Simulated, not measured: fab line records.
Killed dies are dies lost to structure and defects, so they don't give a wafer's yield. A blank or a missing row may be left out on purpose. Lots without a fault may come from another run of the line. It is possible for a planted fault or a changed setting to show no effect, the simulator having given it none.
Which tool is to blame?    flow berkeleyCmos170    21 wafers from 7 lots sampled at 2 of the route's 331 steps

== WHAT EACH GAUGE READ, for each wafer ==
UCB170_CONTACT_CD_MEAS_90 targets a cd of 700 nm.
lot   measured      on        cdNm (nm)
L851  day 8 00:43   cdSem-02  696.7 698.0 699.5
L853  day 7 21:36   cdSem-02  702.1 701.9 702.2
L856  day 8 13:29   cdSem-01  - - -
L859  day 9 04:08   cdSem-02  698.5 699.6 699.4
L866  day 10 17:47  cdSem-02  701.3 700.2 700.8
L869  day 11 19:07  cdSem-01  699.9 697.9 697.5
L871  day 11 21:10  cdSem-02  697.9 697.9 697.3

== EACH LOT AND THE TOOL THAT RAN IT (in order: tool; ch and the chambers of the sampled wafers; start) ==
lot   UCB170_CONTACT_CVD_01
L851  lpcvd-01 ch 0, day 7 18:53
L853  lpcvd-01 ch 0, day 7 17:06
L856  lpcvd-01 ch 1, day 8 08:29
L859  lpcvd-02 ch 1, day 8 22:50
L866  lpcvd-01 ch 0, day 10 13:08
L869  lpcvd-02 ch 1, day 11 15:11
L871  lpcvd-01 ch 1, day 11 16:41
- UCB170_CONTACT_CVD_01: deposits PSG from SiH4/O2/PH3, target thk 700 nm, time 2820 s.

== THE ANSWER, worked out from the rows above alone ==
Rule: usual is defined by the lots themselves. Put in order of their means at a reading, lots are off if they are a third of the lots or fewer, leave a main group of 4 or more, and stand apart from it by a gap of 3 or more times the standard deviation of the main group's means; of several such gaps the widest counts. Not used: any main group whose means are identical at the precision the tables above print for the reading. Also off: a lot with no number at a reading for which 4 or more lots have one. The other lots that the step has rows for count as sound.
Off, at UCB170_CONTACT_CD_MEAS_90 on cdNm: L856. Without a number there: L856. The main group: mean 699.4 nm, standard deviation 1.6.
If a tool, at a process step before that reading, ran all the lots that are off and no sound lot after the first of them, it fits. Gauges at UCB170_CONTACT_CD_MEAS_90: tried the same way as those tools. No candidate that was tried fits.

== WHAT HAD BEEN PUT IN BY THE SIMULATOR ==
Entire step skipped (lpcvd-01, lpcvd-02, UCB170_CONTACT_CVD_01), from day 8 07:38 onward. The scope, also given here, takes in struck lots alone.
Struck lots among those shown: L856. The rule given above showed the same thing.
